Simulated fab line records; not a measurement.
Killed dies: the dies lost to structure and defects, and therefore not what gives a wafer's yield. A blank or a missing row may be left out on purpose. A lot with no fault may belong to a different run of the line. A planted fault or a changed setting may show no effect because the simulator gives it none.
Tool commonality check    flow berkeley cmos170    Lots sampled 15, wafers sampled 45

REASON IT WAS OPENED
3 of 15 lots carry a flag on the reading V2_POLISHED_THK at UCB170_V2_THK_MEAS_04. No-fault wafers: 1000.3 nm, standard deviation 1.4.
Rule: a lot is flagged in two cases, either no wafer of it has a number, or all its wafers with numbers fall more than 4 standard deviations from that mean. All remaining lots are regarded as sound.

lot   measured      on             V2_POLISHED_THK (nm), wafer by wafer  flag
L480  day 8 22:30   film metro-02  1002.6 1000.4 1001.0                  
L481  day 8 23:47   film metro-04  999.4 1002.0 1001.4                   
L482  day 9 00:26   film metro-03  998.5 1000.9 999.9                    
L483  day 9 23:47   film metro-04  1001.9 1002.1 1000.3                  
L485  day 10 15:39  film metro-04  1003.5 999.6 1001.8                   
L486  day 10 17:05  film metro-02  997.9 998.6 998.9                     
L488  day 11 06:08  film metro-04  998.9 999.3 1000.1                    
L487  day 11 07:27  film metro-03  998.7 1002.0 1000.9                   
L489  day 11 12:42  film metro-03  999.3 1000.1 997.9                    
L491  day 12 06:32  film metro-03  1323.8 1322.3 1335.4                  FLAGGED
L493  day 12 07:39  film metro-02  1341.6 1341.7 1333.2                  FLAGGED
L494  day 12 23:14  film metro-03  1352.3 1340.2 1351.0                  FLAGGED
L498  day 13 09:42  film metro-03  1001.4 1001.2 999.6                   
L503  day 14 04:02  film metro-03  1001.2 1000.7 999.5                   
L501  day 14 06:17  film metro-02  998.7 1000.1 998.2                    
The numbers of the flagged lots are 1337.9 nm on average: +337.6 nm against the usual, or +99 or more standard deviations.

TOOL THAT RAN EACH LOT
The record keeps 1 process step preceding the reading, out of 331 steps on the route. In each cell: the tool, then ch and the chambers that the sampled wafers went through, then the start.
lot   flag     UCB170_V2_CMP_02
L480           cmp-01 ch 0,1, day 8 22:05
L481           cmp-02 ch 0,2,3, day 8 23:22
L482           cmp-02 ch 0,1,3, day 9 00:01
L483           cmp-02 ch 0,1,3, day 9 23:21
L485           cmp-01 ch 1,2, day 10 15:16
L486           cmp-02 ch 1,2,3, day 10 16:43
L488           cmp-02 ch 0,3, day 11 05:43
L487           cmp-01 ch 0,1,2, day 11 07:04
L489           cmp-02 ch 1,2, day 11 12:16
L491  FLAGGED  cmp-02 ch 0,1,2, day 12 06:13
L493  FLAGGED  cmp-02 ch 1,2,3, day 12 07:18
L494  FLAGGED  cmp-02 ch 0,1,2, day 12 22:49
L498           cmp-01 ch 0,3, day 13 09:20
L503           cmp-01 ch 1,2,3, day 14 03:40
L501           cmp-01 ch 2,3, day 14 05:52
What is done by these steps:
- UCB170_V2_CMP_02: polishes SiO2.
- UCB170_V2_THK_MEAS_04

FLAGGED OVER TOTAL, TOOL BY TOOL (the gauges that took the reading come last)
step                   tool           lots run  flagged  share of the flagged lots  sound lots run after its first flagged lot
UCB170_V2_CMP_02       cmp-01         6         0        none                       -
UCB170_V2_CMP_02       cmp-02         9         3        all                        0
UCB170_V2_THK_MEAS_04  film metro-02  4         1        some                       1 (L501)
UCB170_V2_THK_MEAS_04  film metro-03  7         2        some                       2 (L498,L503)
UCB170_V2_THK_MEAS_04  film metro-04  4         0        none                       -

WHAT THE TABLE PERMITS
Rows of the table that ran each flagged lot: 1, that is cmp-02 at UCB170_V2_CMP_02.
- cmp-02 at UCB170_V2_CMP_02 ran 9 lots, 3 of them flagged. Last sound lot L489 at day 11 12:16, first flagged lot L491 at day 12 06:13; a fault beginning in between fits.
Left over: one tool, cmp-02 at UCB170_V2_CMP_02.

WHAT THE SIMULATOR PUT IN
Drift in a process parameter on cmp-02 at UCB170_V2_CMP_02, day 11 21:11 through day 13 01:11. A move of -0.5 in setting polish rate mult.
Shown lots that were struck: L491, L493, L494. The same result came from the rule above.
